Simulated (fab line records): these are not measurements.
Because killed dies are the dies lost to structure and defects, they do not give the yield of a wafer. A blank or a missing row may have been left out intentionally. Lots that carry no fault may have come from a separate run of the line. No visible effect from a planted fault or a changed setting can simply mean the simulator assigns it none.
Commonality check across tools | flow berkeley-cmos170 | 14 lots, 42 wafers sampled

## WHY IT WAS OPENED
2 of 14 lots carry a flag on the reading FIELD_OXIDE_THK at UCB170_FIELD_THK_MEAS_02. Fault-free wafers read 556 nm, with a standard deviation of 9.8.
Rule: flag the lot when none of its wafers has a number, or when each of its wafers that has one lies beyond 4 standard deviations from that mean. All remaining lots are regarded as sound.

lot  | measured    | on            | FIELD_OXIDE_THK (nm), wafer by wafer | flag
L344 | day 5 04:14 | film-metro-01 | 555 560 563                          |
L345 | day 5 09:56 | film-metro-04 | 548 549 548                          |
L346 | day 5 09:56 | film-metro-03 | 567 570 570                          |
L348 | day 6 10:19 | film-metro-03 | 554 561 557                          |
L349 | day 6 10:19 | film-metro-04 | 558 558 568                          |
L347 | day 6 10:20 | film-metro-01 | 541 534 537                          |
L351 | day 6 20:07 | film-metro-01 | 867 863 867                          | FLAGGED
L353 | day 7 08:20 | film-metro-04 | 564 568 560                          |
L352 | day 7 14:28 | film-metro-04 | 553 563 565                          |
L356 | day 8 04:19 | film-metro-03 | 552 551 550                          |
L357 | day 8 08:37 | film-metro-03 | 876 849 861                          | FLAGGED
L361 | day 9 00:34 | film-metro-04 | 559 561 561                          |
L364 | day 9 13:09 | film-metro-04 | 543 546 552                          |
L365 | day 9 23:22 | film-metro-01 | 557 553 554                          |
Average over the flagged lots: 864 nm; offset from the usual +308 nm, equal to +31 standard deviations.

## EACH LOT AND THE TOOL IT RAN ON
2 process steps preceding the reading are held in the record, out of 331 steps in the route. Every cell lists first the tool, next ch and the chambers used by the sampled wafers, and last the start.
lot  | flag    | UCB170_NWELL_STRIP_15               | UCB170_FIELD_OXIDATION_01
L344 |         | plasma-asher-01 ch 0,1, day 2 20:31 | furnace-01 ch 0, day 5 01:13
L345 |         | plasma-asher-03 ch 0, day 3 01:35   | furnace-04 ch 0, day 5 06:56
L346 |         | plasma-asher-01 ch 0,1, day 3 01:41 | furnace-04 ch 0, day 5 06:56
L348 |         | plasma-asher-01 ch 0,1, day 3 19:40 | furnace-04 ch 0, day 6 07:19
L349 |         | plasma-asher-03 ch 0,1, day 4 00:27 | furnace-04 ch 0, day 6 07:19
L347 |         | plasma-asher-02 ch 0,1, day 3 14:02 | furnace-04 ch 0, day 6 07:19
L351 | FLAGGED | plasma-asher-03 ch 0,1, day 4 08:19 | furnace-01 ch 0, day 6 13:11 and furnace-04 ch 0, day 6 17:05
L353 |         | plasma-asher-02 ch 0,1, day 4 18:41 | furnace-04 ch 0, day 7 05:20
L352 |         | plasma-asher-01 ch 0,1, day 4 18:58 | furnace-02 ch 0, day 7 11:28
L356 |         | plasma-asher-03 ch 0,1, day 5 12:06 | furnace-04 ch 0, day 8 01:16
L357 | FLAGGED | plasma-asher-02 ch 0,1, day 5 12:08 | furnace-04 ch 0, day 8 01:16
L361 |         | plasma-asher-03 ch 1, day 6 10:39   | furnace-01 ch 0, day 8 21:34
L364 |         | plasma-asher-03 ch 0,1, day 6 23:01 | furnace-04 ch 0, day 9 10:08
L365 |         | plasma-asher-03 ch 0,1, day 7 09:28 | furnace-04 ch 0, day 9 20:20
What the steps here do:
- UCB170_NWELL_STRIP_15: strips in O2.
- UCB170_FIELD_OXIDATION_01: target thk 558.3 nm, ox time 7200 s.
- UCB170_FIELD_THK_MEAS_02

## FLAGGED AGAINST TOTAL, ONE TOOL AT A TIME (gauges that did the reading follow at the end)
step                      | tool            | lots run | flagged | share of the flagged lots | sound lots run after its first flagged lot
UCB170_NWELL_STRIP_15     | plasma-asher-01 | 4        | 0       | none                      | -
UCB170_NWELL_STRIP_15     | plasma-asher-02 | 3        | 1       | some                      | 0
UCB170_NWELL_STRIP_15     | plasma-asher-03 | 7        | 1       | some                      | 4 (L356,L361,L364,L365)
UCB170_FIELD_OXIDATION_01 | furnace-01      | 3        | 1       | some                      | 1 (L361)
UCB170_FIELD_OXIDATION_01 | furnace-02      | 1        | 0       | none                      | -
UCB170_FIELD_OXIDATION_01 | furnace-04      | 11       | 2       | all                       | 4 (L353,L356,L364,L365)
UCB170_FIELD_THK_MEAS_02  | film-metro-01   | 4        | 1       | some                      | 1 (L365)
UCB170_FIELD_THK_MEAS_02  | film-metro-03   | 4        | 1       | some                      | 0
UCB170_FIELD_THK_MEAS_02  | film-metro-04   | 6        | 0       | none                      | -

## WHAT IS ALLOWED BY THE TABLE
Rows of the table that ran each flagged lot: 1, that is furnace-04 at UCB170_FIELD_OXIDATION_01.
- furnace-04 at UCB170_FIELD_OXIDATION_01 ran 11 lots, 2 of them flagged. Lots that were sound ran on it after the first flagged one (L353, L356, L364, L365); a persistent fault on the entire tool would not allow that.
Not one row of the table ran every flagged lot while running no sound lot after the first.

## WHAT THE SIMULATOR HAD INSERTED
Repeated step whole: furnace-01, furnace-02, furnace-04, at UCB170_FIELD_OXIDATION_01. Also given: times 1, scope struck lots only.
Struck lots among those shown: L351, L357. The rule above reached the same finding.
